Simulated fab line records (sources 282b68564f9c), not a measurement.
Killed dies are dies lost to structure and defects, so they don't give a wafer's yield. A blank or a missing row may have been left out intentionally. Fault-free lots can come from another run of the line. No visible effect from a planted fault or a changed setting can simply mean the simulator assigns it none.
fab line records	flow ritCmos
record lots=5	wafers=23
route steps=202 shown ACTIVE@4 FOX2@23 PWELL@47 NRETRO@54 PRETRO@65 GATE@79 NLDD@104 PLDD@116 SPACER@128 M1@202
startH: start of the lot's first displayed wafer, in hours after the record's first day	waitH: time in hours since the lot's previous step	" unchanged from the row above	L1.1+2: a row that stands for several wafers	- no value, or no start was given	* or withheld: withheld	< > ~ a bound
route shown NAME@n: a module of which the file shows steps, and the number in the route of the first	usual: the fault-free wafers' mean and standard deviation	same: alike in all rows	chamber/n: place in a boat	sites: each site's reading	_std_site: standard deviation of those values	_edge_site: inner sites' mean taken away from outer sites' mean	radiusMm: how far each site lies from the wafer's centre	mask NAME#n: copy n	behind: tool/chamber where the wafer was last shaped	hold: the reason the lot was held/the length of the hold in hours/how it ended	device: the transistor (n, p or np) that didn't switch	end of line: tests run on the same wafers once the route is complete	step lacking rows: just its recipe	killed: the dies lost at the first sort to structure and to defects; this is not the yield of the wafer	map: shows each die of a wafer: x if killed, . if not, _ if none is there
set.NAME: the run value of the setting; set.NAME@STEP: its run value at that earlier step	model.NAME: the simulator's own value behind a step, which no gauge read
lots where settings were altered on purpose, with a table for each step and a row for each wafer
## steps
# step RIT_ACTIVE_CVD_03
# recipe material=Si3N4	targetThkNm=150	tempC=810	precursor=SiH2Cl2/NH3	timeS=1500	pressureMtorr=300	sih2cl2FlowSccm=60	nh3FlowSccm=150
lot.wafer	tool	chamber	startH	waitH	set.tempC	model.Si3N4_of_ACTIVE_CVD_03.thkNm
L076.1	-	-	-	0.1	810	151.9
L076.3	"	-	"	"	810	150.6
L076.4+6	"	-	"	"	810	151
L076.5	"	-	"	"	810	151.3
L078.1+5	-	-	-	0.1	810	149.8
L078.2	"	-	"	"	810	151.2
L078.3+6	"	-	"	"	810	149.9
L079.1	-	-	-	0.1	793.1	112.1
L079.2	"	-	"	"	793.1	111.9
L079.3	"	-	"	"	793.1	111.2
L079.4	"	-	"	"	793.1	111.3
L079.5	"	-	"	"	793.1	112.3
L082.3	lpcvd-01	1	52.46	0.0	810	151.4
L082.5	"	1	"	"	810	153.3
L082.6	"	1	"	"	810	152.2
L084.2	-	-	-	0.0	792.2	110.2
L084.3	"	-	"	"	792.2	109.6
L084.4	"	-	"	"	792.2	110.7
L084.5	"	-	"	"	792.2	108.9
L084.6	"	-	"	"	792.2	109.1
# step RIT_ACTIVE_THK_MEAS_04
# recipe reads=Si3N4_of_ACTIVE_CVD_03
# usual ACTIVE_NITRIDE_THK=151.1/1.3
lot.wafer	tool	chamber	startH	waitH	set.tempC@ACTIVE_CVD_03	ACTIVE_NITRIDE_THK[nm]
L076.1	filmMetro-01	-	-	-	810	151.8
L076.3	"	-	"	"	810	150.6
L076.4	"	-	"	"	810	151.0
L076.5	"	-	"	"	810	151.3
L076.6	"	-	"	"	810	151.0
L078.1	filmMetro-02	-	-	-	810	149.9
L078.2	"	-	"	"	810	151.2
L078.3	"	-	"	"	810	149.9
L078.5	"	-	"	"	810	149.7
L078.6	"	-	"	"	810	149.9
L079.1	filmMetro-04	-	-	-	793.1	112.0
L079.2	"	-	"	"	793.1	111.9
L079.3	"	-	"	"	793.1	111.2
L079.4	"	-	"	"	793.1	111.2
L079.5	"	-	"	"	793.1	112.3
L082.3	filmMetro-01	-	53.89	0.0	810	151.5
L082.5	"	-	"	"	810	153.4
L082.6	"	-	"	"	810	152.2
L084.2	filmMetro-02	-	-	-	792.2	110.2
L084.3	"	-	"	"	792.2	109.6
L084.4	"	-	"	"	792.2	110.8
L084.5	"	-	"	"	792.2	109.0
L084.6	"	-	"	"	792.2	109.1
# step RIT_ACTIVE_DEVELOP_10
# recipe resist=NOVOLAK	developTimeS=50	devTempC=23
lot.wafer	tool	chamber	startH	waitH	set.devTempC
L076.1+5	lithoTrack-03	0	-	-	20.62
L076.3+4+6	"	0	"	"	23
L078.1+2+6	lithoTrack-03	0	-	-	20.82
L078.3+5	"	0	"	"	23
L079.1+5	lithoTrack-01	0	-	-	23
L079.2+3+4	"	0	"	"	19.73
L082.3+5+6	lithoTrack-01	0	-	-	23
L084.2+5+6	lithoTrack-03	0	-	-	23
L084.3+4	"	0	"	"	26.23
# step RIT_ACTIVE_HARDBAKE_12
# recipe resist=NOVOLAK	tempC=140	timeS=60
# step RIT_ACTIVE_ETCH_13
# recipe stopOn=SiO2	chemistry=SF6	target=Si3N4	timeS=210	overEtchFrac=0.4	SF6_flow_sccm=200	pressureMtorr=260	rfW=125	targetDepthA=2100
# usual oesProductAu=0.826/0.011
lot.wafer	tool	chamber	startH	waitH	set.tempC@ACTIVE_CVD_03	oesProductAu
L076.1	rieDiel-04	3	25.54	0.1	810	0.830
L076.3	"	0	"	"	810	0.831
L076.4	"	1	"	"	810	0.826
L076.5	"	0	"	"	810	0.822
L076.6	"	3	"	"	810	0.833
L078.1	rieDiel-04	2	35.54	0.1	810	0.800
L078.2	"	0	"	"	810	0.826
L078.3	"	3	"	"	810	0.825
L078.5	"	0	"	"	810	0.823
L078.6	"	2	"	"	810	0.802
L079.1	rieDiel-03	0	39.71	0.1	793.1	0.718
L079.2	"	2	"	"	793.1	0.712
L079.3	"	1	"	"	793.1	0.719
L079.4	"	3	"	"	793.1	0.709
L079.5	"	3	"	"	793.1	0.708
L082.3	rieDiel-01	0	55.12	0.1	810	0.818
L082.5	"	0	"	"	810	0.816
L082.6	"	2	"	"	810	0.826
L084.2	rieDiel-03	2	65.42	0.1	792.2	0.714
L084.3	"	3	"	"	792.2	0.706
L084.4	"	0	"	"	792.2	0.724
L084.5	"	2	"	"	792.2	0.710
L084.6	"	1	"	"	792.2	0.710
# step RIT_FOX2_OXIDATION_00
# recipe tempC=1100	ambient=H2O	targetThkA=3507	pH2oTorr=720	oxTimeS=1130
lot.wafer	tool	chamber	startH	waitH	set.oxTimeS	model.SiO2_of_FOX2_OXIDATION_00.thkNm
L076.1	-	-	-	0.0	990.5	329
L076.3	"	-	"	"	990.5	320.4
L076.4	"	-	"	"	990.5	323.4
L076.5	"	-	"	"	990.5	324.6
L076.6	"	-	"	"	990.5	321.9
L078.1	-	-	-	1.3	1202	364.4
L078.2	"	-	"	"	1202	354.5
L078.3	"	-	"	"	1202	358.9
L078.5	"	-	"	"	1202	356.9
L078.6	"	-	"	"	1202	357.8
L079.1	-	-	-	0.0	1064	335.9
L079.2	"	-	"	"	1064	344.9
L079.3	"	-	"	"	1064	339.3
L079.4	"	-	"	"	1064	342.8
L079.5	"	-	"	"	1064	339.2
L082.3	furnace-01	0	58.35	0.9	1130	343.6
L082.5	"	0	"	"	1130	345
L082.6	"	0	"	"	1130	343.2
L084.2	-	-	-	0.0	1058	341.4
L084.3	"	-	"	"	1058	337.3
L084.4	"	-	"	"	1058	338.6
L084.5	"	-	"	"	1058	337.8
L084.6	"	-	"	"	1058	343.3
# step RIT_PWELL_IMPLANT_08
# recipe species=B	energyKev=170	doseCm2=7e+13	tiltDeg=7
lot.wafer	tool	chamber	startH	waitH	set.energyKev	model.implant.rpNm	model.implant.drpNm
L076.1+3	implanter-04	0	33.31	0.2	161.7	460.8	101
L076.4+5+6	"	0	"	"	170	478.4	102.9
L078.1+3+5	implanter-01	0	44.64	0.2	160	448.5	100.6
L078.2+6	"	0	"	"	170	469.3	102.9
L079.1+4+5	implanter-01	0	48.95	0.2	176.2	490.3	103.9
L079.2+3	"	0	"	"	170	476.9	102.9
L082.3+5+6	implanter-02	0	63.69	0.2	170	489.3	102.9
L084.2+3+4	implanter-02	0	73.30	0.2	175.2	487.1	103.7
L084.5+6	"	0	"	"	170	475.9	102.9
# step RIT_NRETRO_COAT_01
# recipe resist=NOVOLAK	spinRpm=2000	resistThkNm=1300
lot.wafer	tool	chamber	startH	waitH	set.resistThkNm	model.NOVOLAK_of_NRETRO_COAT_01.thkNm
L076.1	lithoTrack-04	0	39.17	0.1	1231	1232
L076.3	"	0	"	"	1300	1304
L076.4	"	0	"	"	1300	1306
L076.5	"	0	"	"	1300	1299
L076.6	"	0	"	"	1231	1233
L078.1	lithoTrack-04	0	50.51	0.1	1300	1293
L078.2	"	0	"	"	1300	1295
L078.3+5	"	0	"	"	1300	1296
L078.6	"	0	"	"	1300	1298
L079.1+3	lithoTrack-02	0	54.88	0.1	1300	1309
L079.2+4	"	0	"	"	1323	1334
L079.5	"	0	"	"	1300	1310
L082.3	lithoTrack-02	0	69.58	0.1	1300	1302
L082.5	"	0	"	"	1300	1307
L082.6	"	0	"	"	1300	1306
L084.2+3	lithoTrack-04	0	80.93	0.1	1244	1243
L084.4	"	0	"	"	1300	1298
L084.5	"	0	"	"	1244	1242
L084.6	"	0	"	"	1300	1299
# step RIT_NRETRO_SOFTBAKE_02
# recipe resist=NOVOLAK	tempC=90	timeS=60
# step RIT_NRETRO_EXPOSE_03
# recipe maskId=M4	na=0.57	targetCdNm=43900	doseMj=250
# step RIT_NRETRO_DEVELOP_05
# recipe resist=NOVOLAK	developTimeS=68	devTempC=23
# step RIT_NRETRO_HARDBAKE_07
# recipe resist=NOVOLAK	tempC=140	timeS=120
lot.wafer	tool	chamber	startH	waitH	set.resistThkNm@NRETRO_COAT_01	model.NOVOLAK_of_NRETRO_COAT_01.thkNm
L076.1+6	lithoTrack-01	0	40.06	0.0	1231	1079
L076.3	"	0	"	"	1300	1140
L076.4	"	0	"	"	1300	1142
L076.5	"	0	"	"	1300	1136
L078.1	lithoTrack-04	0	51.40	0.0	1300	1130
L078.2	"	0	"	"	1300	1132
L078.3	"	0	"	"	1300	1134
L078.5	"	0	"	"	1300	1133
L078.6	"	0	"	"	1300	1136
L079.1+3+5	lithoTrack-04	0	55.64	0.0	1300	1145
L079.2+4	"	0	"	"	1323	1166
L082.3	lithoTrack-02	0	70.50	0.1	1300	1139
L082.5	"	0	"	"	1300	1143
L082.6	"	0	"	"	1300	1142
L084.2	lithoTrack-02	0	81.71	0.1	1244	1088
L084.3+5	"	0	"	"	1244	1087
L084.4	"	0	"	"	1300	1135
L084.6	"	0	"	"	1300	1136
# step RIT_PRETRO_COAT_01
# recipe resist=NOVOLAK	spinRpm=2000	resistThkNm=1300
lot.wafer	tool	chamber	startH	waitH	set.spinRpm	model.NOVOLAK_of_PRETRO_COAT_01.thkNm
L076.1	lithoTrack-02	0	40.85	0.1	2000	1308
L076.3	"	0	"	"	2000	1309
L076.4	"	0	"	"	2000	1311
L076.5+6	"	0	"	"	2000	1305
L078.1	lithoTrack-01	0	52.19	0.1	1960	1322
L078.2	"	0	"	"	2000	1308
L078.3	"	0	"	"	1960	1320
L078.5	"	0	"	"	2000	1311
L078.6	"	0	"	"	2000	1304
L079.1	lithoTrack-02	0	56.43	0.1	2000	1312
L079.2	"	0	"	"	2000	1308
L079.3	"	0	"	"	1869	1353
L079.4	"	0	"	"	1869	1350
L079.5	"	0	"	"	1869	1354
L082.3	lithoTrack-01	0	71.25	0.1	2000	1301
L082.5	"	0	"	"	2000	1302
L082.6	"	0	"	"	2000	1303
L084.2+3	lithoTrack-03	0	82.48	0.1	2000	1305
L084.4	"	0	"	"	1938	1325
L084.5	"	0	"	"	1938	1324
L084.6	"	0	"	"	1938	1328
# step RIT_PRETRO_SOFTBAKE_02
# recipe resist=NOVOLAK	tempC=90	timeS=60
# step RIT_PRETRO_EXPOSE_03
# recipe maskId=M5	na=0.57	targetCdNm=43700	doseMj=250
# step RIT_PRETRO_DEVELOP_05
# recipe resist=NOVOLAK	developTimeS=68	devTempC=23
# step RIT_PRETRO_HARDBAKE_07
# recipe resist=NOVOLAK	tempC=140	timeS=120
lot.wafer	tool	chamber	startH	waitH	set.spinRpm@PRETRO_COAT_01	model.NOVOLAK_of_PRETRO_COAT_01.thkNm
L076.1	lithoTrack-01	0	41.74	0.0	2000	1143
L076.3	"	0	"	"	2000	1144
L076.4	"	0	"	"	2000	1146
L076.5	"	0	"	"	2000	1141
L076.6	"	0	"	"	2000	1142
L078.1+3	lithoTrack-03	0	52.95	0.0	1960	1155
L078.2	"	0	"	"	2000	1144
L078.5	"	0	"	"	2000	1147
L078.6	"	0	"	"	2000	1140
L079.1	lithoTrack-01	0	57.32	0.0	2000	1148
L079.2	"	0	"	"	2000	1144
L079.3	"	0	"	"	1869	1182
L079.4	"	0	"	"	1869	1180
L079.5	"	0	"	"	1869	1183
L082.3+5	lithoTrack-01	0	72.20	0.1	2000	1138
L082.6	"	0	"	"	2000	1139
L084.2+3	lithoTrack-02	0	83.39	0.1	2000	1141
L084.4	"	0	"	"	1938	1159
L084.5	"	0	"	"	1938	1158
L084.6	"	0	"	"	1938	1161
# step RIT_PRETRO_IMPLANT_08
# recipe species=B	energyKev=45	doseCm2=1.2e+13	tiltDeg=7
lot.wafer	tool	chamber	startH	waitH	set.energyKev	model.implant.rpNm	model.implant.drpNm
L076.1+3+4	implanter-04	0	41.99	0.2	46.27	149.9	55.99
L076.5+6	"	0	"	"	45	146	55.07
L078.1+2+3+5+6	implanter-03	0	53.20	0.2	45	140.5	55.07
L079.1+2+5	implanter-02	0	57.57	0.2	45	139.8	55.07
L079.3+4	"	0	"	"	43.45	135.2	53.93
L082.3+5+6	implanter-04	0	72.42	0.2	45	139	55.07
L084.2+5+6	implanter-04	0	83.63	0.2	47.41	152.1	56.79
L084.3+4	"	0	"	"	45	144.8	55.07
# step RIT_GATE_CLEAN_04
# recipe chemistry=dHF	dilution=50:1	timeS=60	dry=n2Spin
lot.wafer	tool	chamber	startH	waitH	set.timeS	set.oxTimeS@FOX2_OXIDATION_00	model.SiO2_of_FOX2_OXIDATION_00.thkNm
L076.1	-	-	-	0.0	60	990.5	234.1
L076.3	"	-	"	"	60	990.5	225.4
L076.4	"	-	"	"	60	990.5	228.4
L076.5	"	-	"	"	60	990.5	229.4
L076.6	"	-	"	"	60	990.5	227
L078.1	-	-	-	0.0	53.06	1202	269.8
L078.2	"	-	"	"	53.06	1202	260
L078.3	"	-	"	"	53.06	1202	264.1
L078.5	"	-	"	"	53.06	1202	262.6
L078.6	"	-	"	"	53.06	1202	262.9
L079.1	-	-	-	0.0	62.35	1064	240.5
L079.2	"	-	"	"	62.35	1064	249.7
L079.3	"	-	"	"	62.35	1064	243.9
L079.4	"	-	"	"	62.35	1064	247.6
L079.5	"	-	"	"	62.35	1064	244.1
L082.3	wetBench-04	2	73.14	0.0	60	1130	248.1
L082.5	"	2	"	"	60	1130	250.1
L082.6	"	2	"	"	60	1130	248.2
L084.2	-	-	-	0.0	68.45	1058	245.1
L084.3	"	-	"	"	68.45	1058	240.6
L084.4	"	-	"	"	68.45	1058	242.3
L084.5	"	-	"	"	68.45	1058	241.3
L084.6	"	-	"	"	68.45	1058	246.5
# step RIT_FOX2_THK_MEAS_91
# recipe reads=SiO2_of_FOX2_OXIDATION_00
# usual FIELD_OXIDE_LEFT_2_THK=256/6
lot.wafer	tool	chamber	startH	waitH	set.oxTimeS@FOX2_OXIDATION_00	FIELD_OXIDE_LEFT_2_THK[nm]
L076.1	filmMetro-03	-	-	-	990.5	234
L076.3	"	-	"	"	990.5	225
L076.4	"	-	"	"	990.5	229
L076.5	"	-	"	"	990.5	229
L076.6	"	-	"	"	990.5	227
L078.1	filmMetro-03	-	-	-	1202	270
L078.2	"	-	"	"	1202	260
L078.3	"	-	"	"	1202	264
L078.5	"	-	"	"	1202	263
L078.6	"	-	"	"	1202	263
L079.1	filmMetro-04	-	-	-	1064	241
L079.2	"	-	"	"	1064	250
L079.3	"	-	"	"	1064	244
L079.4	"	-	"	"	1064	248
L079.5	"	-	"	"	1064	244
L082.3	filmMetro-03	-	73.19	0.0	1130	248
L082.5	"	-	"	"	1130	250
L082.6	"	-	"	"	1130	248
L084.2	filmMetro-04	-	-	-	1058	245
L084.3	"	-	"	"	1058	241
L084.4	"	-	"	"	1058	242
L084.5	"	-	"	"	1058	241
L084.6	"	-	"	"	1058	247
# step RIT_GATE_EXPOSE_13
# recipe maskId=M6	na=0.6	sourceShape=conventional	sigmaOuter=0.6	targetCdNm=150	doseMj=380
lot.wafer	tool	chamber	startH	waitH	mask	set.doseMj
L076.1+3+6	ilineStepper-02	0	46.49	0.2	M6#0	404.7
L076.4+5	"	0	"	"	M6#0	380
L078.1+6	ilineStepper-02	0	57.92	0.1	M6#0	380
L078.2+3+5	"	0	"	"	M6#0	366.2
L079.1+3+4	ilineStepper-02	0	62.45	0.1	M6#0	356.8
L079.2+5	"	0	"	"	M6#0	380
L082.3+5+6	ilineStepper-01	0	78.97	0.1	M6#0	380
L084.2+4+6	ilineStepper-02	0	90.16	0.2	M6#0	367.8
L084.3+5	"	0	"	"	M6#0	380
# step RIT_NLDD_COAT_01
# recipe resist=NOVOLAK	spinRpm=3250	resistThkNm=1000
lot.wafer	tool	chamber	startH	waitH	set.spinRpm	model.NOVOLAK_of_NLDD_COAT_01.thkNm
L076.1	lithoTrack-01	0	50.80	0.1	3467	973.6
L076.3+5	"	0	"	"	3250	1004
L076.4	"	0	"	"	3467	972.8
L076.6	"	0	"	"	3250	1007
L078.1	lithoTrack-01	0	62.15	0.1	3250	1008
L078.2	"	0	"	"	3250	1006
L078.3+5	"	0	"	"	3250	1004
L078.6	"	0	"	"	3250	1007
L079.1	lithoTrack-01	0	66.70	0.1	3250	1006
L079.2	"	0	"	"	3072	1031
L079.3	"	0	"	"	3072	1030
L079.4	"	0	"	"	3250	1002
L079.5	"	0	"	"	3250	1003
L082.3	lithoTrack-04	0	83.25	0.1	3250	998.9
L082.5	"	0	"	"	3250	1000
L082.6	"	0	"	"	3250	998.3
L084.2	lithoTrack-04	0	94.84	0.1	3250	998.8
L084.3	"	0	"	"	3250	997.9
L084.4	"	0	"	"	3411	970.4
L084.5	"	0	"	"	3250	996.2
L084.6	"	0	"	"	3411	974.7
# step RIT_NLDD_SOFTBAKE_02
# recipe resist=NOVOLAK	tempC=90	timeS=60
# step RIT_NLDD_EXPOSE_03
# recipe maskId=M7	na=0.57	targetCdNm=40700	doseMj=250
# step RIT_NLDD_DEVELOP_05
# recipe resist=NOVOLAK	developTimeS=50	devTempC=23
# step RIT_NLDD_HARDBAKE_07
# recipe resist=NOVOLAK	tempC=140	timeS=60
lot.wafer	tool	chamber	startH	waitH	set.spinRpm@NLDD_COAT_01	model.NOVOLAK_of_NLDD_COAT_01.thkNm
L076.1	lithoTrack-01	0	51.66	0.0	3467	860.7
L076.3	"	0	"	"	3250	887.7
L076.4	"	0	"	"	3467	859.9
L076.5	"	0	"	"	3250	887.6
L076.6	"	0	"	"	3250	889.8
L078.1	lithoTrack-01	0	62.89	0.0	3250	890.9
L078.2	"	0	"	"	3250	889.1
L078.3	"	0	"	"	3250	887.2
L078.5	"	0	"	"	3250	887.5
L078.6	"	0	"	"	3250	890.3
L079.1	lithoTrack-01	0	67.53	0.1	3250	889.1
L079.2	"	0	"	"	3072	910.7
L079.3	"	0	"	"	3072	910
L079.4	"	0	"	"	3250	885.6
L079.5	"	0	"	"	3250	886.5
L082.3	lithoTrack-01	0	84.11	0.1	3250	882.8
L082.5	"	0	"	"	3250	884
L082.6	"	0	"	"	3250	882.2
L084.2	lithoTrack-01	0	95.57	0.0	3250	882.7
L084.3	"	0	"	"	3250	882
L084.4	"	0	"	"	3411	857.9
L084.5	"	0	"	"	3250	880.4
L084.6	"	0	"	"	3411	861.6
# step RIT_PLDD_SOFTBAKE_02
# recipe resist=NOVOLAK	tempC=90	timeS=60
lot.wafer	tool	chamber	startH	waitH	set.tempC
L076.1+5	lithoTrack-02	0	52.49	0.1	93.44
L076.3+4+6	"	0	"	"	90
L078.1+2+5	lithoTrack-01	0	63.72	0.1	91.17
L078.3+6	"	0	"	"	90
L079.1+5	lithoTrack-02	0	68.52	0.1	90
L079.2+3+4	"	0	"	"	86.95
L082.3+5+6	lithoTrack-01	0	84.95	0.1	90
L084.2+3	lithoTrack-01	0	96.41	0.1	90
L084.4+5+6	"	0	"	"	93.67
# step RIT_PLDD_EXPOSE_03
# recipe maskId=M8	na=0.57	targetCdNm=40900	doseMj=250
# step RIT_PLDD_PEB_04
# recipe resist=NOVOLAK	tempC=withheld	timeS=withheld
# step RIT_PLDD_DEVELOP_05
# recipe resist=NOVOLAK	developTimeS=50	devTempC=23
lot.wafer	tool	chamber	startH	waitH	set.tempC@PLDD_SOFTBAKE_02	model.NOVOLAK_of_PLDD_COAT_01.thkNm
L076.1	lithoTrack-02	0	-	-	93.44	996
L076.3+4	"	0	"	"	90	1004
L076.5	"	0	"	"	93.44	994.4
L076.6	"	0	"	"	90	1005
L078.1	lithoTrack-01	0	-	-	91.17	1001
L078.2	"	0	"	"	91.17	998.5
L078.3	"	0	"	"	90	1005
L078.5	"	0	"	"	91.17	998.7
L078.6	"	0	"	"	90	1001
L079.1	lithoTrack-01	0	-	-	90	999.4
L079.2	"	0	"	"	86.95	1009
L079.3+4	"	0	"	"	86.95	1010
L079.5	"	0	"	"	90	1002
L082.3+5	lithoTrack-02	0	-	-	90	999.1
L082.6	"	0	"	"	90	995.9
L084.2	lithoTrack-02	0	-	-	90	996.6
L084.3	"	0	"	"	90	998.3
L084.4	"	0	"	"	93.67	985.9
L084.5	"	0	"	"	93.67	987.2
L084.6	"	0	"	"	93.67	986.4
# step RIT_PLDD_IMPLANT_08
# recipe species=BF2	energyKev=20	doseCm2=9e+14	tiltDeg=7
lot.wafer	tool	chamber	startH	waitH	set.energyKev	model.implant.rpNm	model.implant.drpNm
L076.1+4+6	implanter-04	0	53.36	0.1	20	17.82	9.752
L076.3+5	"	0	"	"	19.34	17.36	9.524
L078.1+2+3	implanter-04	0	64.46	0.1	19.69	16.97	9.645
L078.5+6	"	0	"	"	20	17.18	9.752
L079.1+3	implanter-04	0	69.38	0.1	20.92	17.74	10.06
L079.2+4+5	"	0	"	"	20	17.13	9.752
L082.3+5+6	implanter-04	0	85.69	0.1	20	16.92	9.752
L084.2+3+4+5+6	implanter-02	0	97.46	0.1	20	17.51	9.752
# step RIT_SPACER_CVD_03
# recipe material=Si3N4	targetThkNm=250	tempC=810	precursor=SiH2Cl2/NH3	timeS=3300	pressureMtorr=300	sih2cl2FlowSccm=60	nh3FlowSccm=150
lot.wafer	tool	chamber	startH	waitH	set.sih2cl2FlowSccm	model.Si3N4_of_SPACER_CVD_03.thkNm
L076.1	-	-	-	0.3	55.36	244.4
L076.3+6	"	-	"	"	55.36	243.7
L076.4	"	-	"	"	55.36	244
L076.5	"	-	"	"	55.36	243.1
L078.1	-	-	-	0.0	55.4	250.7
L078.2	"	-	"	"	55.4	250.3
L078.3	"	-	"	"	55.4	249.8
L078.5	"	-	"	"	55.4	250.4
L078.6	"	-	"	"	55.4	249
L079.1	-	-	-	0.0	53.11	241.9
L079.2	"	-	"	"	53.11	242.1
L079.3	"	-	"	"	53.11	241.4
L079.4	"	-	"	"	53.11	243.4
L079.5	"	-	"	"	53.11	243.8
L082.3	lpcvd-01	1	86.39	0.0	60	250.2
L082.5	"	1	"	"	60	250.5
L082.6	"	1	"	"	60	251.9
L084.2	-	-	-	0.0	60	254.2
L084.3	"	-	"	"	60	253.7
L084.4	"	-	"	"	60	255.1
L084.5	"	-	"	"	60	255.8
L084.6	"	-	"	"	60	254.8
# step RIT_M1_PROBE_99
lot.wafer	tool	chamber	startH	waitH	set.doseMj@GATE_EXPOSE_13	model.etest.nmos_0p15.rOnOhmUm	model.etest.pmos_0p15.rOnOhmUm	model.etest.pmosTurned.rOnOhmUm
L076.1	prober-02	-	69.78	0.1	404.7	893.7	1968	2587
L076.3	prober-02	-	69.88	0.2	404.7	1029	2426	3117
L076.4	prober-02	-	69.93	0.2	380	1134	2692	3315
L076.5	prober-02	-	69.98	0.2	380	1133	2745	3379
L076.6	prober-02	-	70.03	0.2	404.7	1022	2390	3017
L078.1	prober-02	-	78.31	0.1	380	1156	2742	3511
L078.2	prober-02	-	78.36	0.1	366.2	1290	3166	3942
L078.3	prober-02	-	78.41	0.2	366.2	1356	3513	4336
L078.5	prober-02	-	78.51	0.2	366.2	1335	3320	4066
L078.6	prober-02	-	78.56	0.2	380	1152	2649	3412
L079.1	prober-01	-	84.18	0.1	356.8	1426	3664	4348
L079.2	prober-01	-	84.23	0.1	380	1187	2993	3752
L079.3	prober-01	-	84.28	0.2	356.8	1393	3601	4287
L079.4	prober-01	-	84.33	0.2	356.8	1370	3569	4265
L079.5	prober-01	-	84.38	0.2	380	1125	2851	3631
L082.3	prober-02	-	99.99	0.2	380	1200	2920	3624
L082.5	prober-02	-	100.09	0.2	380	1177	2881	3607
L082.6	prober-02	-	100.14	0.2	380	1232	3008	3736
L084.3	prober-02	-	112.60	0.2	380	1060	2677	3301
L084.4	prober-02	-	112.65	0.2	367.8	1223	3141	3763
L084.5	prober-02	-	112.70	0.2	380	1090	2658	3312
# killed by level:class
L082.3 GATE:geometricParticle:open=3 FOX2:geometricParticle:open=2 GATE:geometricParticle:short=1 REOX:geometricParticle:short=1
L082.5 FOX1:geometricParticle:open=1 GATE:geometricParticle:short=1
L082.6 GATE:geometricParticle:short=3 REOX:geometricParticle:open=2 FOX2:geometricParticle:short=1 GATE:geometricParticle:open=1
## key
split step=RIT_ACTIVE_CVD_03	setting=tempC	stated=810	by=lot
response step=RIT_ACTIVE_CVD_03	reading=model.Si3N4_of_ACTIVE_CVD_03.thkNm	change=+18.8	per=1%	r=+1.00
response step=RIT_ACTIVE_THK_MEAS_04	reading=ACTIVE_NITRIDE_THK	change=+18.8	per=1%	r=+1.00
response step=RIT_ACTIVE_ETCH_13	reading=oesProductAu	change=+0.0506	per=1%	r=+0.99
split step=RIT_ACTIVE_DEVELOP_10	setting=devTempC	stated=23	by=wafer
response none clear
split step=RIT_FOX2_OXIDATION_00	setting=oxTimeS	stated=1130	by=lot
response step=RIT_FOX2_OXIDATION_00	reading=model.SiO2_of_FOX2_OXIDATION_00.thkNm	change=+1.71	per=1%	r=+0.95
response step=RIT_GATE_CLEAN_04	reading=model.SiO2_of_FOX2_OXIDATION_00.thkNm	change=+1.76	per=1%	r=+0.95
response step=RIT_FOX2_THK_MEAS_91	reading=FIELD_OXIDE_LEFT_2_THK	change=+1.75	per=1%	r=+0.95
split step=RIT_PWELL_IMPLANT_08	setting=energyKev	stated=170	by=wafer
response step=RIT_PWELL_IMPLANT_08	reading=model.implant.rpNm	change=+3.59	per=1%	r=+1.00
response step=RIT_PWELL_IMPLANT_08	reading=model.implant.drpNm	change=+0.351	per=1%	r=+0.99
split step=RIT_NRETRO_COAT_01	setting=resistThkNm	stated=1300	by=wafer
response step=RIT_NRETRO_COAT_01	reading=model.NOVOLAK_of_NRETRO_COAT_01.thkNm	change=+13.2	per=1%	r=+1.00
response step=RIT_NRETRO_HARDBAKE_07	reading=model.NOVOLAK_of_NRETRO_COAT_01.thkNm	change=+11.4	per=1%	r=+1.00
split step=RIT_PRETRO_COAT_01	setting=spinRpm	stated=2000	by=wafer
response step=RIT_PRETRO_COAT_01	reading=model.NOVOLAK_of_PRETRO_COAT_01.thkNm	change=-6.52	per=1%	r=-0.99
response step=RIT_PRETRO_HARDBAKE_07	reading=model.NOVOLAK_of_PRETRO_COAT_01.thkNm	change=-5.61	per=1%	r=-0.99
split step=RIT_PRETRO_IMPLANT_08	setting=energyKev	stated=45	by=wafer
response step=RIT_PRETRO_IMPLANT_08	reading=model.implant.rpNm	change=+1.36	per=1%	r=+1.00
response step=RIT_PRETRO_IMPLANT_08	reading=model.implant.drpNm	change=+0.324	per=1%	r=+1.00
split step=RIT_GATE_CLEAN_04	setting=timeS	stated=60	by=lot
response none clear
split step=RIT_GATE_EXPOSE_13	setting=doseMj	stated=380	by=wafer
response step=RIT_M1_PROBE_99	reading=model.etest.pmosTurned.rOnOhmUm	change=-99.2	per=1%	r=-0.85
response step=RIT_M1_PROBE_99	reading=model.etest.pmos_0p15.rOnOhmUm	change=-105	per=1%	r=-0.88
response step=RIT_M1_PROBE_99	reading=model.etest.nmos_0p15.rOnOhmUm	change=-34	per=1%	r=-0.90
split step=RIT_NLDD_COAT_01	setting=spinRpm	stated=3250	by=wafer
response step=RIT_NLDD_COAT_01	reading=model.NOVOLAK_of_NLDD_COAT_01.thkNm	change=-4.87	per=1%	r=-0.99
response step=RIT_NLDD_HARDBAKE_07	reading=model.NOVOLAK_of_NLDD_COAT_01.thkNm	change=-4.27	per=1%	r=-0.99
split step=RIT_PLDD_SOFTBAKE_02	setting=tempC	stated=90	by=wafer
response step=RIT_PLDD_DEVELOP_05	reading=model.NOVOLAK_of_PLDD_COAT_01.thkNm	change=-2.6	per=1%	r=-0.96
split step=RIT_PLDD_IMPLANT_08	setting=energyKev	stated=20	by=wafer
response step=RIT_PLDD_IMPLANT_08	reading=model.implant.rpNm	change=+0.135	per=1%	r=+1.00
response step=RIT_PLDD_IMPLANT_08	reading=model.implant.drpNm	change=+0.0683	per=1%	r=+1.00
split step=RIT_SPACER_CVD_03	setting=sih2cl2FlowSccm	stated=60	by=lot
response step=RIT_SPACER_CVD_03	reading=model.Si3N4_of_SPACER_CVD_03.thkNm	change=+0.906	per=1%	r=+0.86
